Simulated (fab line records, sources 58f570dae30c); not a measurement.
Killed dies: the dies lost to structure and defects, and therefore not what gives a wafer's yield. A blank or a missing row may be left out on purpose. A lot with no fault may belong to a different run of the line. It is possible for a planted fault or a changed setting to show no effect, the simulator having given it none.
fab line records | flow berkeley_cmos170
record: lots: 5 wafers: 23
route steps=331 shown V2@301 M3@327
start_h: hours from the record's first day to the start of the lot's first wafer shown | wait_h: hours since the lot's step before | " identical to the entry in the row above | L1.1+2: a single row standing in for several wafers | - no value, or no start given | * or withheld: withheld | < > ~ a bound
route shown NAME@n: a module of which the file shows steps, and the number in the route of the first | usual: mean/standard deviation of fault-free wafers | same: alike in all rows | chamber/n: place in a boat | sites: the reading at each site | _std_site: the standard deviation of these | _edge_site: the outer-site mean with the inner-site mean subtracted | radius_mm: for every site, how far away it sits from the centre of the wafer | mask NAME#n: copy n | behind: tool/chamber where the wafer was last shaped | hold: why the lot was held/for how many hours/how that ended | device: the transistor (n, p or np) that didn't switch | end of line: tests run on the same wafers once the route is complete | a step given without rows: its recipe and nothing more | killed: dies lost to structure and defects at the first sort, not the wafer's yield | map: a wafer's dies, x killed, . not, _ none there
set.NAME: the setting that was run; set.NAME@STEP: the one run at that earlier step | model.NAME: the simulator's own value behind a step, which no gauge read
one table per step and one row per wafer, for lots whose settings were changed on purpose
== steps ==
step: UCB170_V2_EXPOSE_09
recipe: mask_id: VIA2 target_cd_nm: 700 na: 0.5 sigma_outer: 0.6 source_shape: conventional dose_mj: 37
columns lot.wafer tool chamber start_h wait_h mask set.dose_mj
L075.1+2+6 krf_scanner-01 0 215.30 0.1 VIA2#0 35.56
L075.3+4 " 0 " " VIA2#0 37
L077.1+2+3+5+6 krf_scanner-02 0 219.50 0.2 VIA2#0 37
L080.1+5+6 krf_scanner-01 0 - - VIA2#0 37
L080.3+4 " 0 " " VIA2#0 38.45
L082.1+2+5 krf_scanner-02 0 234.39 0.2 VIA2#0 37
L081.1+6 krf_scanner-02 0 234.60 0.1 VIA2#0 34.39
L081.2+3+4 " 0 " " VIA2#0 37
step: UCB170_V2_PEB_10
recipe: peb_temp_c: 130 peb_time_s: withheld resist: KrF
step: UCB170_V2_DEVELOP_11
recipe: developer: TMAH develop_time_s: 45 resist: KrF dev_temp_c: 21
step: UCB170_V2_CD_MEAS_12
recipe: target_cd_nm: 700
usual: cd_nm: 699.4/1.6
columns lot.wafer tool chamber start_h wait_h set.dose_mj@V2_EXPOSE_09 cd_nm
L075.1 cd_sem-02 - 215.69 - 35.56 693.4
L075.2 " - " " 35.56 691.9
L075.3 " - " " 37 698.5
L075.4 " - " " 37 698.8
L075.6 " - " " 35.56 691.4
L077.1 cd_sem-02 - 220.10 - 37 696.2
L077.2 " - " " 37 696.0
L077.3 " - " " 37 695.4
L077.5 " - " " 37 695.9
L077.6 " - " " 37 695.9
L080.1 cd_sem-02 - 233.09 - 37 702.7
L080.3 " - " " 38.45 708.4
L080.4 " - " " 38.45 708.9
L080.5 " - " " 37 703.5
L080.6 " - " " 37 701.7
L082.1 cd_sem-02 - 235.33 - 37 700.1
L082.2 " - " " 37 700.8
L082.5 " - " " 37 699.7
L081.1 cd_sem-01 - 235.44 - 34.39 686.6
L081.2 " - " " 37 699.8
L081.3 " - " " 37 700.0
L081.4 " - " " 37 698.9
L081.6 " - " " 34.39 686.2
step: UCB170_V2_ETCH_14
recipe: chemistry: CHF3/CF4/Ar target: SiO2 stop_on: Al CHF3_flow_sccm: 45 cf4_flow_sccm: 15 Ar_flow_sccm: 150 pressure_mtorr: 200 rf_w: 700 target_depth_a: 12500 over_etch_frac: 0.25 time_s: 291
columns lot.wafer tool chamber start_h wait_h set.time_s set.leave_above_ref_nm@V2_CMP_02 model.V2.feature_depth_nm model.etch.depth_nm model.KrF_of_V2_COAT_07.thk_nm
L075.1 rie_diel-01 0 215.84 0.0 320.2 1000 1007 1003 582.5
L075.2 " 3 " " 291 1000 1000 1000 613.4
L075.3 " 1 " " 320.2 1000 1004 1001 589.1
L075.4 " 2 " " 291 1000 1001 1001 612.6
L075.6 " 2 " " 320.2 1000 1004 1002 588.8
L077.1 rie_diel-04 2 220.26 0.0 328.8 1068 1071 1067 578.1
L077.2 " 0 " " 291 1000 999.9 999.6 604.6
L077.3 " 1 " " 328.8 1000 1003 999.8 571
L077.5 " 1 " " 328.8 1068 1073 1069 568.8
L077.6 " 0 " " 291 1068 1068 1068 602.8
L080.1 rie_diel-01 2 233.25 0.0 291 1000 1001 1001 613.9
L080.3 " 1 " " 291 1000 1000 1000 619.9
L080.4 " 3 " " 291 1000 1003 1003 614.3
L080.5 " 3 " " 291 1000 1001 1001 614.2
L080.6 " 0 " " 291 1000 1003 1002 608.7
L082.1 rie_diel-01 2 235.49 0.0 291 1000 998.3 998.3 613.5
L082.2 " 3 " " 291 1000 999 999 609.6
L082.5 " 0 " " 291 1000 998.8 998.4 606.9
L081.1 rie_diel-04 2 235.60 0.0 291 1046 1045 1045 618.2
L081.2 " 0 " " 265.8 1046 1047 1047 637
L081.3 " 3 " " 291 1000 1000 1000 614.7
L081.4 " 1 " " 265.8 1046 1046 1046 635.2
L081.6 " 1 " " 265.8 1000 999.9 999.9 639.3
step: UCB170_V2_STRIP_15
recipe: chemistry: O2 power_w: 400 pressure_mtorr: 3500 platen_temp_c: withheld o2_flow_sccm: 400 overash_fraction: 0.5
usual: strip_time_to_endpoint_s: 15.35/0.11
columns lot.wafer tool chamber start_h wait_h set.time_s@V2_ETCH_14 strip_time_to_endpoint_s
L075.1 plasma_asher-02 0 216.02 0.1 320.2 14.66
L075.2 " 1 " " 291 15.39
L075.3 " 1 " " 320.2 14.82
L075.4 " 0 " " 291 15.37
L075.6 " 0 " " 320.2 14.80
L077.1 plasma_asher-04 0 220.44 0.1 328.8 14.57
L077.2 " 1 " " 291 15.18
L077.3 " 0 " " 328.8 14.37
L077.5 " 0 " " 328.8 14.35
L077.6 " 1 " " 291 15.16
L080.1 plasma_asher-02 1 233.43 0.1 291 15.40
L080.3 " 0 " " 291 15.53
L080.4 " 1 " " 291 15.41
L080.5 " 0 " " 291 15.43
L080.6 " 1 " " 291 15.28
L082.1 plasma_asher-04 1 235.66 0.1 291 15.39
L082.2 " 0 " " 291 15.29
L082.5 " 1 " " 291 15.22
L081.1 plasma_asher-01 1 235.78 0.1 291 15.50
L081.2 " 0 " " 265.8 15.89
L081.3 " 1 " " 291 15.42
L081.4 " 0 " " 265.8 15.83
L081.6 " 0 " " 265.8 15.94
step: UCB170_V2_CD_MEAS_90
recipe: target_cd_nm: 700
usual: cd_nm: 699.3/1.7
columns lot.wafer tool chamber start_h wait_h set.dose_mj@V2_EXPOSE_09 cd_nm
L075.1 cd_sem-02 - 216.12 0.1 35.56 694.8
L075.2 " - " " 35.56 690.4
L075.3 " - " " 37 698.1
L075.4 " - " " 37 697.7
L075.6 " - " " 35.56 691.5
L077.1 cd_sem-01 - 220.54 0.1 37 698.2
L077.2 " - " " 37 696.3
L077.3 " - " " 37 695.9
L077.5 " - " " 37 697.4
L077.6 " - " " 37 696.3
L080.1 cd_sem-01 - 233.53 0.1 37 703.1
L080.3 " - " " 38.45 707.3
L080.4 " - " " 38.45 707.5
L080.5 " - " " 37 703.0
L080.6 " - " " 37 701.8
L082.1 cd_sem-01 - 235.77 0.1 37 700.4
L082.2 " - " " 37 700.9
L082.5 " - " " 37 700.7
L081.1 cd_sem-02 - 235.88 0.1 34.39 687.1
L081.2 " - " " 37 699.1
L081.3 " - " " 37 698.8
L081.4 " - " " 37 697.8
L081.6 " - " " 34.39 685.1
step: UCB170_M3_METAL_ETCH_18
recipe: chemistry: Cl2/BCl3 target: Al stop_on: SiO2 pressure_mtorr: 12 target_depth_a: 11700 over_etch_frac: 0.3 time_s: 195 icp_w: 600 bias_w: 120 Cl2_flow_sccm: 90 bcl3_flow_sccm: 45
columns lot.wafer tool chamber start_h wait_h set.time_s model.KrF_of_M3_COAT_10.thk_nm
L075.1 rie_metal-04 0 219.13 - 195 201.5
L075.2 " 1 " " 219.4 131.9
L075.3 " 0 " " 195 200.9
L075.4 " 1 " " 219.4 120.8
L075.6 " 1 " " 219.4 123.5
L077.1 rie_metal-04 1 223.80 - 195 209.2
L077.2 " 0 " " 195 188.2
L077.3 " 1 " " 204.5 167.5
L077.5 " 1 " " 195 198.2
L077.6 " 0 " " 204.5 153
L080.1 rie_metal-01 0 237.20 - 195 198.9
L080.3 " 0 " " 222.1 98.09
L080.4 " 0 " " 195 198.1
L080.5 " 0 " " 222.1 101
L080.6 " 0 " " 195 196.3
L082.1 rie_metal-04 1 238.39 - 195 218.6
L082.2 " 0 " " 195 200.4
L082.5 " 0 " " 195 207.5
L081.1 rie_metal-01 0 238.73 - 195 194.4
L081.2 " 0 " " 212.5 135.5
L081.3 " 0 " " 212.5 134.4
L081.4 " 0 " " 195 194.3
L081.6 " 0 " " 212.5 126.6
step: UCB170_M3_STRIP_19
recipe: chemistry: O2 power_w: 400 pressure_mtorr: 3500 platen_temp_c: withheld o2_flow_sccm: 400 overash_fraction: 0.5
usual: oes_product_au: 0.536/0.012
columns lot.wafer tool chamber start_h wait_h set.time_s@M3_METAL_ETCH_18 oes_product_au
L075.1 plasma_asher-04 0 219.31 0.1 195 0.543
L075.2 " 1 " " 219.4 0.462
L075.3 " 1 " " 195 0.538
L075.4 " 0 " " 219.4 0.445
L075.6 " 1 " " 219.4 0.451
L077.1 plasma_asher-03 1 223.99 0.1 195 0.540
L077.2 " 0 " " 195 0.519
L077.3 " 1 " " 204.5 0.492
L077.5 " 0 " " 195 0.529
L077.6 " 1 " " 204.5 0.483
L080.1 plasma_asher-04 0 237.58 0.3 195 0.533
L080.3 " 0 " " 222.1 0.416
L080.4 " 1 " " 195 0.520
L080.5 " 0 " " 222.1 0.429
L080.6 " 1 " " 195 0.524
L082.1 plasma_asher-02 0 238.58 0.1 195 0.547
L082.2 " 1 " " 195 0.538
L082.5 " 0 " " 195 0.543
L081.1 plasma_asher-04 1 239.10 0.3 195 0.536
L081.2 " 0 " " 212.5 0.458
L081.3 " 0 " " 212.5 0.454
L081.4 " 1 " " 195 0.524
L081.6 " 1 " " 212.5 0.452
== key ==
split: step: UCB170_V2_EXPOSE_09 setting: dose_mj stated: 37 by: wafer
response: step: UCB170_V2_CD_MEAS_12 reading: cd_nm change: +1.76 per: 1% r: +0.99
response: step: UCB170_V2_CD_MEAS_90 reading: cd_nm change: +1.61 per: 1% r: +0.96
split: step: UCB170_V2_ETCH_14 setting: time_s stated: 291 by: wafer
response: step: UCB170_V2_ETCH_14 reading: model.KrF_of_V2_COAT_07.thk_nm change: -2.46 per: 1% r: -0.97
response: step: UCB170_V2_STRIP_15 reading: strip_time_to_endpoint_s change: * per: 1% r: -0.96
split: step: UCB170_M3_METAL_ETCH_18 setting: time_s stated: 195 by: wafer
response: step: UCB170_M3_METAL_ETCH_18 reading: model.KrF_of_M3_COAT_10.thk_nm change: -6.74 per: 1% r: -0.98
response: step: UCB170_M3_STRIP_19 reading: oes_product_au change: -0.00748 per: 1% r: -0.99
split outside_this_file step=UCB170_V2_CMP_02 setting=leave_above_ref_nm
split outside_this_file: this setting was split too, and the file shows its column; the key of that split is in another file
